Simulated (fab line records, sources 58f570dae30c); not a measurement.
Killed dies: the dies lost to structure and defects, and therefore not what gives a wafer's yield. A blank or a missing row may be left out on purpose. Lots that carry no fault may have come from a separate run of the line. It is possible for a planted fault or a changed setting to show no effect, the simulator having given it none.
The tool behind it: which one? | flow berkeley cmos170 | 42 wafers from 14 lots sampled at 5 of the route's 331 steps

## WHAT EACH GAUGE READ, for each wafer
UCB170_PFIELD_OVL_MEAS_06. Usual: PFIELD_OVL gives 4 nm (standard deviation 4.7).
lot  | measured     | on         | PFIELD_OVL (nm) | flag
L979 | day 4 22:55  | overlay-01 | 11 5 11         |
L978 | day 4 23:13  | overlay-02 | 4 5 2           |
L981 | day 5 16:56  | overlay-02 | 4 2 1           |
L983 | day 6 06:09  | overlay-02 | 6 2 0           |
L989 | day 7 12:05  | overlay-01 | -3 -3 -4        |
L991 | day 7 22:22  | overlay-02 | 9 4 7           |
L992 | day 8 09:04  | overlay-02 | 4 12 13         |
L993 | day 8 14:54  | overlay-01 | 0 2 4           |
L995 | day 9 06:14  | overlay-01 | -4 -1 3         |
L994 | day 9 06:23  | overlay-01 | -3 -3 0         |
L997 | day 9 13:29  | overlay-02 | 7 7 6           |
L999 | day 9 13:37  | overlay-01 | 7 9 4           |
L998 | day 9 14:22  | overlay-01 | 10 5 3          |
L100 | day 10 03:37 | overlay-02 | 11 10 13        |

UCB170_FIELD_THK_MEAS_02. Usual: FIELD_OXIDE_THK gives 561 nm (standard deviation 10).
lot  | measured     | on            | FIELD_OXIDE_THK (nm) | flag
L979 | day 5 05:47  | film metro-01 | 555 545 551          |
L978 | day 5 05:52  | film metro-02 | 554 553 550          |
L981 | day 6 03:52  | film metro-02 | 553 548 557          |
L983 | day 6 15:59  | film metro-02 | 571 550 564          |
L989 | day 7 19:53  | film metro-02 | 568 566 574          |
L991 | day 8 06:35  | film metro-02 | 554 565 563          |
L992 | day 8 17:23  | film metro-01 | 570 559 566          |
L993 | day 8 23:16  | film metro-01 | 554 550 558          |
L995 | day 9 13:23  | film metro-01 | 557 554 561          |
L994 | day 9 13:23  | film metro-02 | 562 551 556          |
L997 | day 9 21:38  | film metro-02 | 553 555 556          |
L999 | day 9 21:39  | film metro-03 | 574 571 563          |
L998 | day 9 21:41  | film metro-01 | 555 571 559          |
L100 | day 10 10:28 | film metro-02 | 566 574 576          |

UCB170_FIELD_THK_MEAS_91. Usual: FIELD_OXIDE_LEFT_2_THK gives 356 nm (standard deviation 10).
lot  | measured     | on            | FIELD_OXIDE_LEFT_2_THK (nm) | flag
L979 | day 6 20:49  | film metro-01 | 351 341 347                 |
L978 | day 6 21:11  | film metro-03 | 349 349 344                 |
L981 | day 7 12:59  | film metro-02 | 348 344 353                 |
L983 | day 7 23:54  | film metro-03 | 365 344 359                 |
L989 | day 9 08:56  | film metro-03 | 363 360 370                 |
L991 | day 9 18:14  | film metro-02 | 351 361 360                 |
L992 | day 10 00:59 | film metro-02 | 363 353 360                 |
L993 | day 10 01:15 | film metro-02 | 350 346 354                 |
L995 | day 11 00:02 | film metro-02 | 352 348 356                 |
L994 | day 10 23:58 | film metro-01 | 357 347 351                 |
L997 | day 11 04:40 | film metro-02 | 346 348 349                 |
L999 | day 11 04:56 | film metro-01 | 369 366 358                 |
L998 | day 11 04:40 | film metro-03 | 352 367 355                 |
L100 | day 11 14:44 | film metro-02 | 361 368 371                 |

UCB170_PLDD_TW_MEAS_11. Usual: PLDD_TW gives 1002 (standard deviation 8.1).
lot  | measured     | on            | PLDD_TW        | flag
L979 | day 7 17:16  | film metro-03 | 1009 1017 1015 |
L978 | day 7 17:34  | film metro-03 | 1013 1007 1011 |
L981 | day 8 06:00  | film metro-02 | 30 30 30       | OFF
L983 | day 8 19:37  | film metro-02 | 30 30 30       | OFF
L989 | day 10 01:41 | film metro-04 | 990 994 994    |
L991 | day 10 10:06 | film metro-04 | 993 998 992    |
L992 | day 10 22:18 | film metro-03 | 1008 1014 1014 |
L993 | day 10 22:53 | film metro-02 | 1012 1011 1012 |
L995 | day 11 13:44 | film metro-04 | 994 992 991    |
L994 | day 11 13:14 | film metro-04 | 996 997 1000   |
L997 | day 11 22:49 | film metro-02 | 1007 1008 1010 |
L999 | day 11 23:31 | film metro-03 | 1006 1011 1013 |
L998 | day 11 23:37 | film metro-04 | 995 1002 1000  |
L100 | day 12 05:10 | film metro-03 | 1008 1006 1015 |

## TOOL THAT RAN EACH LOT (tool first, then ch and the chambers of the sampled wafers, then the start)
lot  | UCB170_PLDD_DEVELOP_05
L979 | litho track-02 ch 0, day 7 16:00
L978 | litho track-02 ch 0, day 7 16:00
L981 | litho track-02 ch 0, day 8 05:00
L983 | litho track-02 ch 0, day 8 18:00
L989 | litho track-01 ch 0, day 10 01:00
L991 | litho track-03 ch 0, day 10 09:00
L992 | litho track-03 ch 0, day 10 21:00
L993 | litho track-02 ch 0, day 10 22:00
L995 | litho track-02 ch 0, day 11 12:00
L994 | litho track-01 ch 0, day 11 12:00
L997 | litho track-02 ch 0, day 11 22:00
L999 | litho track-03 ch 0, day 11 22:00
L998 | litho track-02 ch 0, day 11 22:00
L100 | litho track-02 ch 0, day 12 04:00
- UCB170_PLDD_DEVELOP_05: develop time 45 s.

## AS READ BY THE TOOLS THEMSELVES (means over the sampled wafers that have a number; for cases with no such wafer, the mark the record gives instead)
UCB170_PLDD_DEVELOP_05. Usual: chill plate temp C 23.03 C, standard deviation 0.11; developer temp C 20.98 C, standard deviation 0.11.
lot  | tool           | chill plate temp C (C) | developer temp C (C) | flag
L979 | litho track-02 | 22.99                  | 21.09                |
L978 | litho track-02 | 23.05                  | 20.83                |
L981 | litho track-02 | 22.92                  | 20.95                |
L983 | litho track-02 | 23.15                  | 21.04                |
L989 | litho track-01 | 23.12                  | 20.85                |
L991 | litho track-03 | 22.96                  | 21.00                |
L992 | litho track-03 | 22.92                  | 20.96                |
L993 | litho track-02 | 23.02                  | 20.93                |
L995 | litho track-02 | 23.07                  | 21.02                |
L994 | litho track-01 | 23.00                  | 20.86                |
L997 | litho track-02 | 22.98                  | 20.96                |
L999 | litho track-03 | 22.97                  | 20.93                |
L998 | litho track-02 | 23.12                  | 20.98                |
L100 | litho track-02 | 22.99                  | 21.20                |

## THE ANSWER, worked out from the rows above alone
Rule: lot off if the mean of its wafers having a number is beyond 3 standard deviations from the usual mean. A lot without any number at a reading at which 4 lots or more have one is off too. Any other lot the step has rows for is counted as sound. After the gauges, taken in route order, come the tools' own readings; for these a lot's mean is taken, as printed above. At the first step where some lot is off, the reading lying furthest off is the one used; lots without a number count as furthest.
Off: L981, L983, at UCB170_PLDD_TW_MEAS_11 (PLDD_TW).
If a tool, at a process step before that reading, ran all the lots that are off and no sound lot after the first of them, it fits. The gauges at UCB170_PLDD_TW_MEAS_11 are tried like those tools. None of those tried fits.

## WHAT THE SIMULATOR HAD INSERTED
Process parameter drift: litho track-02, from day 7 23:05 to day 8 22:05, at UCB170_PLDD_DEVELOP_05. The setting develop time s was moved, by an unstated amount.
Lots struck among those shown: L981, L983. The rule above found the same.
